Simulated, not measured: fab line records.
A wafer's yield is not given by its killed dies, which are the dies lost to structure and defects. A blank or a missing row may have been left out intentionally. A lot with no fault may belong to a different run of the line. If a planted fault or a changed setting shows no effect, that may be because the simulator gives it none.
Which tool did it? ; flow berkeley cmos170 ; Sampling: 6 lots, 18 wafers, 5 of 331 route steps

== WHAT THE GAUGES READ, wafer by wafer ==
UCB170_NSD_TW_MEAS_10.
lot;measured;on;NSD_TW
L287;day 6 19:48;film metro-03;4167 4177 4149
L290;day 7 13:32;film metro-03;4158 4180 4162
L299;day 9 15:24;film metro-02;4228 4225 4203
L303;day 10 03:27;film metro-01;4162 4182 4163
L305;day 10 08:34;film metro-02;4201 4198 4169
L308;day 11 00:37;film metro-02;4206 4212 4205

== WHICH TOOL RAN EACH LOT (tool, then ch and the chambers of the sampled wafers, then the start) ==
lot;UCB170_PLDD_STRIP_10;UCB170_SPACER_ETCHBACK_03;UCB170_PSD_STRIP_09;UCB170_NSD_STRIP_09
L287;plasma asher-03 ch 0,1, day 6 08:20;rie diel-01 ch 0,3, day 6 15:30;plasma asher-04 ch 0,1, day 6 17:22;plasma asher-03 ch 0,1, day 6 19:41
L290;plasma asher-03 ch 0,1, day 7 01:58;rie diel-01 ch 0,1,3, day 7 10:04;plasma asher-02 ch 0,1, day 7 11:49;plasma asher-04 ch 0,1, day 7 13:26
L299;plasma asher-02 ch 0,1, day 9 04:21;rie diel-01 ch 0,2,3, day 9 11:31;plasma asher-04 ch 0,1, day 9 13:03;plasma asher-01 ch 0,1, day 9 15:18
L303;plasma asher-03 ch 0,1, day 9 17:52;rie diel-02 ch 0,1, day 10 00:05;plasma asher-02 ch 0,1, day 10 01:40;plasma asher-03 ch 0,1, day 10 03:21
L305;plasma asher-01 ch 0,1, day 9 22:37;rie diel-01 ch 0,2,3, day 10 05:32;plasma asher-04 ch 0,1, day 10 06:58;plasma asher-03 ch 0,1, day 10 08:28
L308;plasma asher-02 ch 0,1, day 10 13:58;rie diel-02 ch 0,1,2, day 10 20:44;plasma asher-04 ch 0,1, day 10 22:28;plasma asher-04 ch 0,1, day 11 00:31
- UCB170_PLDD_STRIP_10: strips in O2.
- UCB170_SPACER_ETCHBACK_03: etches SiO2 in CHF3/CF4/Ar, stops on Si, target depth 376 nm, time 100 s.
- UCB170_PSD_STRIP_09: strips in O2.
- UCB170_NSD_STRIP_09: strips in O2.

== THE ANSWER, worked out from the rows above alone ==
Rule: usual is defined by the lots themselves. Put in order of their means at a reading, lots are off if they are a third of the lots or fewer, leave a main group of 4 or more, and stand apart from it by a gap of 3 or more times the standard deviation of the main group's means; of several such gaps the widest counts. A main group is skipped when, at the precision printed for the reading in the tables above, its means are all equal. A lot without any number at a reading at which 4 lots or more have one is off too. Where the step has rows for the other lots, those lots are counted as sound.
No lot is off on any of the readings shown, so nothing can be concluded from this.

== WHAT THE SIMULATOR PUT IN ==
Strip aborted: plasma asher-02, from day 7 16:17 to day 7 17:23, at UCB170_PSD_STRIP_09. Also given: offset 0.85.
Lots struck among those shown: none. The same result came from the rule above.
